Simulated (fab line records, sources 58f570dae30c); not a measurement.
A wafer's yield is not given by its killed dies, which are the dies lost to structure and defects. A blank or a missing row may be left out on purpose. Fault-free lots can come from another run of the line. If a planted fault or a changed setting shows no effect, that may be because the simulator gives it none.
Chamber matching + flow berkeley cmos170 + UCB170_V2_CVD_00 on pecvd-01 has 3 sister chambers
The step deposits SiO2 from TEOS/O2, target thk 2000 nm, time 250 s. 6 wafers are shown with their chamber, then 7 later ones without.

WAFERS WITH THEIR CHAMBER
| wafer  | chamber | heater power w (W) |
|--------|---------|--------------------|
| L234.5 | 0       | 192                |
| L235.4 | 2       | 187                |
| L240.4 | 0       | 192                |
| L240.5 | 1       | 274                |
| L245.3 | 1       | 343                |
| L245.5 | 2       | 188                |

WAFERS WITHOUT THEIR CHAMBER
| wafer  | heater power w (W) |
|--------|--------------------|
| L245.6 | 273                |
| L249.4 | 190                |
| L249.5 | 275                |
| L249.6 | 184                |
| L255.3 | 242                |
| L255.4 | 187                |
| L255.6 | 194                |

WHICH CHAMBER EACH WENT THROUGH
| wafer  | from the rows above          | in truth |
|--------|------------------------------|----------|
| L245.6 | can't be placed: 1 or 0 or 2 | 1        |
| L249.4 | can't be placed: 0 or 2      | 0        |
| L249.5 | can't be placed: 1 or 0 or 2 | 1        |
| L249.6 | can't be placed: 2 or 0      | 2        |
| L255.3 | can't be placed: 0 or 2 or 1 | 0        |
| L255.4 | can't be placed: 2 or 0      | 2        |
| L255.6 | can't be placed: 0 or 2      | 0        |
0 of 7 placed correctly. Can't be placed from these rows: 7 (the true chamber is among the candidates in 7). Wrongly placed: 0.
How it was worked out, from the rows above alone: a wafer's distance from a chamber is the root of the sum, over the readings, of the square of ((its reading less the chamber's mean) divided by the reading's scatter). The wafer belongs to the nearest chamber; if the next one is less than 2 further off, it can't be placed. For every chamber, the mean is computed from those of its wafers that are shown. The scatter: the root of (the sum of the squares of (reading less its chamber's mean) over the shown wafers, divided by (wafers less chambers)).
